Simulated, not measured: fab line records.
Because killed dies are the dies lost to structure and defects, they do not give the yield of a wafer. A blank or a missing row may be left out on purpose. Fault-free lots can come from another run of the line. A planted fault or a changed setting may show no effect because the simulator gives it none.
fab line records	flow rit-cmos
[record] lots = 5	wafers = 15	last-day = 7
route steps=202 shown PLDD@116 SPACER@125 M1@202
lots that met no fault: taken from a fault-free run of the same line
start-h: hours from the record's opening day to when the first of the lot's shown wafers began	wait-h: time in hours since the lot's previous step	" unchanged from the row above	L1.1+2: a single row standing in for several wafers	- either no value or no given start	* or withheld: withheld	< > ~ a bound
route shown NAME@n: NAME is a module with steps in the file, n the number in the route of the first one	usual: mean and standard deviation over wafers with no fault	same: alike in all rows	chamber/n: place in a boat	sites: the reading at each site	_std_site: the values' standard deviation	_edge_site: the outer-site mean with the inner-site mean subtracted	radius-mm: for every site, how far away it sits from the centre of the wafer	mask NAME#n: copy n	behind: the tool/chamber that last shaped the wafer	hold: cause of the lot's hold/its duration in hours/its outcome	device: the n, p or np transistor that did not switch	end of line: the route-end tests of the same wafers	where a step has no rows: the recipe by itself	killed: dies lost to structure and defects at the first sort, not the wafer's yield	map: per-die view of a wafer (x killed, . not killed, _ where there is no die)
set.NAME: setting as actually run; set.NAME@STEP: the setting as run at that earlier step	model.NAME: the simulator's own value behind a step, which no gauge read
lots at selected steps of the route; one table per step, one row per wafer
services: a tool's chamber out of use, with start hour (start-h, from the record's first day; less than 0 if before it), hours out, and reason
[[steps]]
[step RIT_PLDD_SOFTBAKE_02]
[recipe] resist = NOVOLAK	temp-c = 90	time-s = 60
[step RIT_PLDD_EXPOSE_03]
[recipe] mask-id = M8	na = 0.57	target-cd-nm = 40900	dose-mj = 250
[step RIT_PLDD_PEB_04]
[recipe] resist = NOVOLAK	temp-c = withheld	time-s = withheld
[step RIT_PLDD_DEVELOP_05]
[recipe] resist = NOVOLAK	develop-time-s = 50	dev-temp-c = 23
[step RIT_PLDD_OVL_MEAS_06]
[usual] PLDD_OVL = -0.5/1.4
lot.wafer	tool	chamber	start-h	wait-h	PLDD_OVL[nm]
L290.2	overlay-02	-	58.38	-	-0.1
L290.4	"	-	"	"	0.4
L290.5	"	-	"	"	1.6
L299.1	overlay-02	-	104.29	-	-0.8
L299.4	"	-	"	"	-0.6
L299.5	"	-	"	"	-1.0
L307.4	overlay-02	-	144.99	-	-3.7
L307.5	"	-	"	"	-0.7
L307.6	"	-	"	"	-1.9
L308.3	overlay-02	-	150.65	-	0.8
L308.4	"	-	"	"	0.6
L308.5	"	-	"	"	0.9
L310.3	overlay-01	-	164.11	-	-0.7
L310.5	"	-	"	"	-0.5
L310.6	"	-	"	"	-1.0
[step RIT_PLDD_HARDBAKE_07]
[recipe] resist = NOVOLAK	temp-c = 140	time-s = 60
[step RIT_PLDD_IMPLANT_08]
[recipe] species = BF2	energy-kev = 20	dose-cm2 = 9e+14	tilt-deg = 7
[step RIT_PLDD_STRIP_09]
[recipe] chemistry = O2	time-s = 180	resist = NOVOLAK	platen-temp-c = withheld	power-w = 500	pressure-mtorr = 4000	o2-flow-sccm = 4000
[usual] drypump-motor-current-A = 5.65/0.29
lot.wafer	tool	chamber	start-h	wait-h	drypump-motor-current-A	rf-hours-counter-h
L290.2	plasma-asher-03	0	58.71	0.1	6.03	27
L290.4	"	0	"	"	5.99	-
L290.5	"	0	"	"	6.03	-
L299.1	plasma-asher-03	1	104.62	0.1	5.32	32
L299.4	"	0	"	"	6.00	-
L299.5	"	1	"	"	5.33	-
L307.4	plasma-asher-03	1	145.51	0.1	5.31	-
L307.5	"	1	"	"	5.33	-
L307.6	"	0	"	"	6.04	-
L308.3	plasma-asher-04	0	151.04	0.1	5.40	-
L308.4	"	1	"	"	5.65	-
L308.5	"	0	"	"	5.43	-
L310.3	plasma-asher-03	1	164.50	0.1	5.32	-
L310.5	"	0	"	"	5.99	-
L310.6	"	1	"	"	5.32	-
[step RIT_PLDD_TW_MEAS_10]
[usual] PLDD_TW = 2348/21
lot.wafer	tool	chamber	start-h	wait-h	PLDD_TW
L290.2	film-metro-01	-	58.89	0.1	2363
L290.4	"	-	"	"	2353
L290.5	"	-	"	"	2366
L299.1	film-metro-01	-	104.80	0.1	2367
L299.4	"	-	"	"	2367
L299.5	"	-	"	"	2359
L307.4	film-metro-01	-	145.65	0.1	2375
L307.5	"	-	"	"	2377
L307.6	"	-	"	"	2372
L308.3	film-metro-02	-	151.17	0.1	2330
L308.4	"	-	"	"	2337
L308.5	"	-	"	"	2334
L310.3	film-metro-02	-	164.63	0.1	2340
L310.5	"	-	"	"	2338
L310.6	"	-	"	"	2335
[step RIT_SPACER_CLEAN_00]
[recipe] chemistry = SC1	mix = 3:3:50	time-s = 600	temp-c = 75
[step RIT_SPACER_CLEAN_01]
[recipe] chemistry = dHF	dilution = 50:1	time-s = 30
[step RIT_SPACER_CLEAN_02]
[recipe] chemistry = SC2	mix = 3:3:50	time-s = 600	temp-c = 75	dry = n2-spin
[step RIT_SPACER_CVD_03]
[recipe] material = Si3N4	target-thk-nm = 250	temp-c = 810	precursor = SiH2Cl2/NH3	time-s = 3300	pressure-mtorr = 300	sih2cl2-flow-sccm = 60	nh3-flow-sccm = 150
[usual] pressure-mtorr = 299.8/0.51	spike-tc-centre-C = 811.9/1.6	spike-tc-load-C = 833.8/1.1	spike-tc-source-C = 835.1/2	susceptor-temp-C = 810.0/0.31	zone-power-centre-pct = 37/3.5	zone-power-source-pct = 20/3.3
lot.wafer	tool	chamber	start-h	wait-h	pressure-mtorr	spike-tc-centre-C	spike-tc-load-C	spike-tc-source-C	susceptor-temp-C	zone-power-centre-pct	zone-power-source-pct	model.Si3N4_of_SPACER_CVD_03.thk-nm
L290.2	lpcvd-01	1	59.31	0.0	300.2	812.7	835.4	836.9	810.1	38	25	250.1
L290.4	"	1	"	"	300.2	813.8	834.0	836.6	809.8	38	25	253
L290.5	"	1	"	"	299.5	812.3	835.3	838.9	809.8	38	25	252.4
L299.1	lpcvd-02	1	105.64	0.0	300.2	811.3	833.9	836.0	809.7	40	17	249.3
L299.4	"	1	"	"	299.4	811.9	835.2	836.9	809.9	40	17	248.6
L299.5	"	1	"	"	301.0	809.8	834.5	838.1	810.2	40	17	246.5
L307.4	lpcvd-01	1	146.05	0.0	299.4	856.1	879.7	882.0	855.1	41	28	418.6
L307.5	"	1	"	"	299.3	854.9	878.0	880.7	855.3	41	28	421
L307.6	"	1	"	"	299.0	857.7	879.8	882.4	854.8	41	28	421.4
L308.3	lpcvd-02	0	151.93	0.0	298.8	815.0	832.0	830.5	809.7	38	20	252.6
L308.4	"	0	"	"	300.2	814.0	830.8	830.1	810.3	37	20	250.1
L308.5	"	0	"	"	299.2	814.3	831.2	829.5	809.5	38	20	251.9
L310.3	lpcvd-02	1	165.06	0.0	300.2	811.5	833.4	836.1	809.5	40	17	253.1
L310.5	"	1	"	"	299.6	811.0	834.0	835.7	809.7	40	17	252.1
L310.6	"	1	"	"	299.5	813.5	834.0	834.7	810.3	40	17	253.2
[step RIT_SPACER_THK_MEAS_04]
[recipe] reads = Si3N4_of_SPACER_CVD_03
[usual] SPACER_NITRIDE_THK = 250.5/2.5
lot.wafer	tool	chamber	start-h	wait-h	SPACER_NITRIDE_THK[nm]
L290.2	film-metro-03	-	61.24	0.0	249.9
L290.4	"	-	"	"	253.1
L290.5	"	-	"	"	252.3
L299.1	film-metro-01	-	107.55	0.0	249.1
L299.4	"	-	"	"	248.6
L299.5	"	-	"	"	246.3
L307.4	film-metro-01	-	148.00	0.0	418.5
L307.5	"	-	"	"	421.0
L307.6	"	-	"	"	421.6
L308.3	film-metro-03	-	153.87	0.0	252.5
L308.4	"	-	"	"	249.9
L308.5	"	-	"	"	252.0
L310.3	film-metro-01	-	166.99	0.0	252.9
L310.5	"	-	"	"	252.3
L310.6	"	-	"	"	253.1
[step RIT_SPACER_ETCHBACK_05]
[recipe] target-depth-a = 2500	SF6_flow_sccm = 30	CHF3_flow_sccm = 30	target = Si3N4	chemistry = SF6/CHF3	pressure-mtorr = 40	rf-w = 250	time-s = 240	stop-on = SiO2
[usual] drypump-motor-current-A = 6.0/0.49	oes-product-au = 0.842/0.011	throttle-valve-pct = 10.31/0.17
lot.wafer	tool	chamber	start-h	wait-h	drypump-motor-current-A	oes-product-au	rf-hours-counter-h	throttle-valve-pct	model.Si3N4_of_SPACER_CVD_03.thk-nm	model.etch.depth-nm
L290.2	rie-diel-04	0	61.29	0.0	5.8	0.848	160	10.35	195.6	250.1
L290.4	"	2	"	"	6.6	0.866	30	10.17	198.3	253
L290.5	"	2	"	"	6.6	0.867	-	10.21	198.2	252.4
L299.1	rie-diel-03	1	107.61	0.1	6.2	0.842	52	10.34	195	249.3
L299.4	"	1	"	"	6.2	0.841	-	10.33	194.2	248.6
L299.5	"	2	"	"	5.4	0.829	-	10.62	192.4	246.5
L307.4	rie-diel-03	2	148.10	0.1	5.4	0.990	-	10.69	328	313.2
L307.5	"	0	"	"	6.5	0.993	-	10.51	330.5	310.8
L307.6	"	3	"	"	6.4	1.002	-	10.43	330.6	311.5
L308.3	rie-diel-03	1	153.91	0.0	6.2	0.847	53	10.35	198.2	252.6
L308.4	"	3	"	"	6.4	0.843	112	10.36	196.5	250.1
L308.5	"	3	"	"	6.4	0.854	-	10.37	198	251.9
L310.3	rie-diel-03	3	167.03	0.0	6.5	0.852	112	10.37	198.6	253.1
L310.5	"	0	"	"	6.5	0.849	-	10.47	197.9	252.1
L310.6	"	1	"	"	6.2	0.848	-	10.33	199.5	253.2
[step RIT_M1_PROBE_99]
[usual] killed-at-contacts = 0.1/0.32	killed-at-front-end = 6/3.1	killed-dies = 7/3.2	killed-on-rim = 1.7/1.4	killed-open = 3.1/1.9	killed-short = 3.5/2.2
[same] gross-dies = 264	killed_at_M0_to_M3 = 0	killed_at_M4_up = 0	killed-at-back-side = 0	killed-at-other = 0
lot.wafer	tool	chamber	start-h	wait-h	killed-at-contacts	killed-at-front-end	killed-dies	killed-on-rim	killed-open	killed-short
L290.2	prober-01	-	74.14	0.1	0	3	3	1	1	2
L290.4	prober-01	-	74.24	0.2	0	11	11	2	5	6
L290.5	prober-01	-	74.29	0.2	0	5	5	1	1	4
L299.1	prober-01	-	118.81	0.1	0	9	9	2	3	6
L299.4	prober-01	-	118.96	0.2	0	3	3	1	1	2
L299.5	prober-01	-	119.01	0.2	0	9	9	1	4	5
L307.4	prober-01	-	161.91	0.2	0	264	264	70	1	3
L307.5	prober-01	-	161.96	0.2	0	264	264	70	3	3
L307.6	prober-01	-	162.01	0.2	1	263	264	70	3	5
// killed by level:class
L290.2 REOX:geometric-particle:short=2 REOX:geometric-particle:open=1
L290.4 FOX2:geometric-particle:short=3 FOX2:geometric-particle:open=2 GATE:geometric-particle:open=2 ACTIVE:geometric-particle:open=1 FOX1:geometric-particle:short=1 GATE:geometric-particle:short=1 REOX:geometric-particle:short=1
L290.5 REOX:geometric-particle:short=3 FOX1:geometric-particle:open=1 FOX1:geometric-particle:short=1
L299.1 GATE:geometric-particle:short=4 GATE:geometric-particle:open=3 REOX:geometric-particle:short=1 SILICIDE:geometric-particle:short=1
L299.4 GATE:geometric-particle:open=1 GATE:geometric-particle:short=1 SILICIDE:geometric-particle:short=1
L299.5 SILICIDE:geometric-particle:short=3 GATE:geometric-particle:open=2 GATE:geometric-particle:short=2 FOX1:geometric-particle:open=1 REOX:geometric-particle:open=1
L307.4 SPACER:area-etchback=260 ACTIVE:geometric-particle:open=1 FOX1:geometric-particle:short=1 GATE:geometric-particle:short=1 REOX:geometric-particle:short=1
L307.5 SPACER:area-etchback=258 FOX1:geometric-particle:open=1 GATE:geometric-particle:open=1 REOX:geometric-particle:short=1 SPACER:geometric-particle:short=1 SPACER:geometric-particle:open=1 SILICIDE:geometric-particle:short=1
L307.6 SPACER:area-etchback=256 SPACER:geometric-particle:short=2 ACTIVE:geometric-particle:short=1 GATE:geometric-particle:open=1 GATE:geometric-particle:short=1 SPACER:geometric-particle:open=1 SILICIDE:geometric-particle:open=1 CONTACT:geometric-particle:short=1
// map L307.4 (x killed, . not)
________xxxxxxx_______
_____xxxxxxxxxxxxx____
____xxxxxxxxxxxxxxx___
___xxxxxxxxxxxxxxxxx__
__xxxxxxxxxxxxxxxxxxx_
__xxxxxxxxxxxxxxxxxxx_
_xxxxxxxxxxxxxxxxxxxxx
_xxxxxxxxxxxxxxxxxxxxx
_xxxxxxxxxxxxxxxxxxxxx
_xxxxxxxxxxxxxxxxxxxxx
__xxxxxxxxxxxxxxxxxxx_
__xxxxxxxxxxxxxxxxxxx_
___xxxxxxxxxxxxxxxxx__
____xxxxxxxxxxxxxxx___
_____xxxxxxxxxxxxx____
________xxxxxxx_______
// map L290.4 (x killed, . not)
________......._______
_____.............____
____...............___
___.................__
__.............x....._
__...x....x.........x_
_...x....x............
_x.........x..........
_.....................
_.....................
__..................._
__..........x........_
___.......x.........__
____.........x.....___
_____.............____
________......._______
[[services]]
tool	chamber	start-h	hours	kind
lpcvd-01	-	34.94	0.9	repair
rie-diel-04	3	46.71	8.7	repair
plasma-asher-04	-	49.04	2.8	pm
plasma-asher-04	-	85.90	2.0	repair
plasma-asher-04	-	89.52	2.1	repair
rie-diel-04	0	98.92	-	clean
rie-diel-04	0	98.92	19.9	scheduled-down
rie-diel-04	0	98.92	19.9	vent-cycle
rie-diel-03	3	101.35	5.6	repair
rie-diel-03	0	104.54	33.8	repair
rie-diel-03	1	125.62	6.0	repair
lpcvd-01	-	127.38	1.0	repair
rie-diel-03	-	131.92	1.6	repair
rie-diel-03	1	135.44	12.9	repair
rie-diel-03	-	142.66	0.8	repair
[[key]]
[first-sign] step = RIT_SPACER_CVD_03	reading = susceptor-temp-C	direction = up	sigmas = 99+	usual = *	struck = *
[effect] step = RIT_SPACER_CVD_03	reading = spike-tc-load-C	direction = up	sigmas = 41	usual = 833.8	struck = 879.1
[effect] step = RIT_SPACER_THK_MEAS_04	reading = SPACER_NITRIDE_THK	direction = up	sigmas = 67	usual = 250.5	struck = 420.3
[effect] step = RIT_SPACER_ETCHBACK_05	reading = oes-product-au	direction = up	sigmas = 13	usual = 0.842	struck = 0.995
[effect] step = RIT_M1_PROBE_99	reading = killed-at-front-end	direction = up	sigmas = 82	usual = 6	struck = 264
[model-effect] step = RIT_SPACER_CVD_03	value = Si3N4_of_SPACER_CVD_03.thk-nm	without = 250	struck = 420.4
[model-effect] step = RIT_SPACER_ETCHBACK_05	value = Si3N4_of_SPACER_CVD_03.thk-nm	without = 196.1	struck = 329.7
[more-kills-born-at] RIT_SPACER_ETCHBACK_05@rie-diel-03 = 774
met-at RIT_SPACER_CVD_03
struck-wafers L307.4,L307.5,L307.6
later-rows-left-out L307.4,L307.5,L307.6
tester-left-out L307
onset-between 59.31 146.05
[fault] kind = process-parameter-drift	tool = lpcvd-01	chamber = 1	onset-h = 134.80	steps = RIT_SPACER_CVD_03	channel = temp-c	offset = *	shape = step	end-h = 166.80	acts-in = *	stated = *
// tester-left-out: of these lots the tester's yield and bins aren't shown, on N5 and GAA mostly nor the transistor test; their killed dies are dies lost to structure and defects alone, not to doping, threshold or leakage, so they don't give the yield
// later-rows-left-out: the simulator's readings of these wafers behind a module that went badly wrong aren't trusted and aren't shown, but for the sort
